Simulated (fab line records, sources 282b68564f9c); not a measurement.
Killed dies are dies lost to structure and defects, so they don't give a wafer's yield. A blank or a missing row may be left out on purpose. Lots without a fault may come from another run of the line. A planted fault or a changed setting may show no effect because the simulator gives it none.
A struck lot beside a sound one | flow rit_cmos | 43 steps out of a route of 202
Sound: wafers L134.1, L134.3, L134.4. Struck: wafers L143.1, L143.2, L143.6. The cause comes at the end.
At each step with rows: each side's tool, then ch and its chambers, then its first start. Under that, the readings that differ: sound wafers | struck wafers | difference of the means | sigmas: that difference in standard deviations of wafers without a fault.
alike: readings whose means differ by less than 2 such deviations, and words and numbers that are the same on both sides. not compared: withheld readings, readings that some wafer has no value for, bounds like >300 that may hide the same value, and numbers for which the record gives no deviation and whose values overlap.
The two part at a step that has a row with sigmas, a row that says differs or no value, or rows on one side only. Numbers that don't overlap but have no deviation are shown without sigmas and don't part them. A reading that every wafer of one side lacks parts them only if that side has two wafers or more.

first, 2 steps without rows for these wafers: RIT_NLDD_HARDBAKE_07 (time 60 s); RIT_NLDD_IMPLANT_08.
RIT_NLDD_STRIP_09: strips in O2, time 180 s.
  sound on plasma_asher-04 ch 0,1, day 3 12:34; struck on plasma_asher-04 ch 0,1, day 5 08:04
  alike: drypump_motor_current_A
  not compared: rf_hours_counter_h
RIT_NLDD_TW_MEAS_10:
  sound on film_metro-04, day 3 12:44; struck on film_metro-04, day 5 08:15
  alike: NLDD_TW
then, 6 steps without rows for these wafers: RIT_PLDD_HMDS_00 (prime time 60 s); RIT_PLDD_COAT_01 (resist thk 1000 nm); RIT_PLDD_SOFTBAKE_02 (time 60 s); RIT_PLDD_EXPOSE_03 (exposes mask M8, target cd 40900 nm); RIT_PLDD_PEB_04; RIT_PLDD_DEVELOP_05 (develop time 50 s).
RIT_PLDD_OVL_MEAS_06:
  sound on overlay-01, day 3 13:39; struck on overlay-02, day 5 09:17
  alike: PLDD_OVL
then, 1 step without rows for these wafers: RIT_PLDD_HARDBAKE_07 (time 60 s).
RIT_PLDD_IMPLANT_08:
  sound on implanter-04 ch 0, day 3 14:05; struck on implanter-04 ch 0, day 5 09:28
  reading                          | sound                         | struck                           | difference  | sigmas
  dose_ions_cm2                    | 9.002e+14 9.014e+14 9.003e+14 | 1.7111e+15 1.7123e+15 1.7116e+15 | +8.1103e+14 | +99 or more
  end_station_pressure_torr (Torr) | 7.6e-06 6.7e-06 7.6e-06       | 9.5e-06 9.4e-06 9.9e-06          | +2.3e-06    | +6
  faraday_current_uA               | 2779 2776 2875                | 5318 5322 5400                   | +2537       | +53
RIT_PLDD_STRIP_09: strips in O2, time 180 s.
  sound on plasma_asher-04 ch 0,1, day 3 14:14; struck on plasma_asher-04 ch 0,1, day 5 09:37
  alike: drypump_motor_current_A
  not compared: rf_hours_counter_h
RIT_PLDD_TW_MEAS_10:
  sound on film_metro-03, day 3 14:25; struck on film_metro-03, day 5 10:01
  reading | sound          | struck         | difference | sigmas
  PLDD_TW | 2375 2367 2382 | 2749 2733 2723 | +360       | +16
  not compared: hold
then, 3 steps without rows for these wafers: RIT_SPACER_CLEAN_01 (cleans in dHF, time 30 s); RIT_SPACER_CLEAN_02 (cleans in SC2, time 600 s); RIT_SPACER_CVD_03 (deposits Si3N4 from SiH2Cl2/NH3, target thk 250 nm, time 3300 s).
RIT_SPACER_THK_MEAS_04:
  sound on film_metro-03, day 3 17:27; struck on film_metro-01, day 5 17:46
  alike: SPACER_NITRIDE_THK
RIT_SPACER_ETCHBACK_05: etches Si3N4 in SF6/CHF3, stops on SiO2, target depth 250 nm, time 240 s.
  sound on rie_diel-03 ch 0,2,3, day 3 17:31; struck on rie_diel-02 ch 0,1,3, day 5 17:50
  alike: drypump_motor_current_A, oes_product_au, throttle_valve_pct
  not compared: rf_hours_counter_h
then, 6 steps without rows for these wafers: RIT_NSD_HMDS_00 (prime time 60 s); RIT_NSD_COAT_01 (resist thk 1000 nm); RIT_NSD_SOFTBAKE_02 (time 60 s); RIT_NSD_EXPOSE_03 (exposes mask M9, target cd 40700 nm); RIT_NSD_PEB_04; RIT_NSD_DEVELOP_05 (develop time 50 s).
RIT_NSD_OVL_MEAS_06:
  sound on overlay-01, day 3 18:31; struck on overlay-02, day 5 18:53
  alike: NSD_OVL
then, 2 steps without rows for these wafers: RIT_NSD_HARDBAKE_07 (time 60 s); RIT_NSD_IMPLANT_08.
RIT_NSD_STRIP_09: strips in O2, time 180 s.
  sound on plasma_asher-03 ch 0,1, day 3 18:50; struck on plasma_asher-01 ch 0,1, day 5 19:40
  reading                     | sound       | struck      | difference | sigmas
  drypump_motor_current_A (A) | 6.0 5.9 6.0 | 5.5 5.0 5.5 | -0.6       | -2
  not compared: rf_hours_counter_h
RIT_NSD_TW_MEAS_10:
  sound on film_metro-03, day 3 19:01; struck on film_metro-01, day 5 19:51
  reading | sound          | struck         | difference | sigmas
  NSD_TW  | 3172 3163 3157 | 3115 3099 3092 | -62        | -2
then, 6 steps without rows for these wafers: RIT_PSD_HMDS_00 (prime time 60 s); RIT_PSD_COAT_01 (resist thk 1000 nm); RIT_PSD_SOFTBAKE_02 (time 60 s); RIT_PSD_EXPOSE_03 (exposes mask M10, target cd 40900 nm); RIT_PSD_PEB_04; RIT_PSD_DEVELOP_05 (develop time 50 s).
RIT_PSD_OVL_MEAS_06:
  sound on overlay-02, day 3 20:02; struck on overlay-02, day 5 20:55
  alike: PSD_OVL
then, 2 steps without rows for these wafers: RIT_PSD_HARDBAKE_07 (time 60 s); RIT_PSD_IMPLANT_08.
RIT_PSD_STRIP_09: strips in O2, time 180 s.
  sound on plasma_asher-03 ch 0,1, day 3 20:22; struck on plasma_asher-04 ch 0,1, day 5 21:15
  alike: drypump_motor_current_A
  not compared: rf_hours_counter_h
RIT_SDANNEAL_RS_MEAS_06: measures by four-point-probe.
  sound on film_metro-03, day 3 21:17; struck on film_metro-04, day 5 22:27
  reading          | sound             | struck            | difference | sigmas
  PLDD_RS (ohm/sq) | 179.8 179.3 179.3 | 152.5 153.2 152.6 | -26.7      | -58
  not compared: hold
RIT_M1_PROBE_99:
  the record has rows for the sound wafers here (prober-02, day 4 05:13) and none for the struck ones

WHERE THEY PART
First at RIT_PLDD_IMPLANT_08; last, within this record, at RIT_M1_PROBE_99.

WHY: what the simulator had put in
Process parameter drift: implanter-04, from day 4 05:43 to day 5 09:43, at RIT_PLDD_IMPLANT_08. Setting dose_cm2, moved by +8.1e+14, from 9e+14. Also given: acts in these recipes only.
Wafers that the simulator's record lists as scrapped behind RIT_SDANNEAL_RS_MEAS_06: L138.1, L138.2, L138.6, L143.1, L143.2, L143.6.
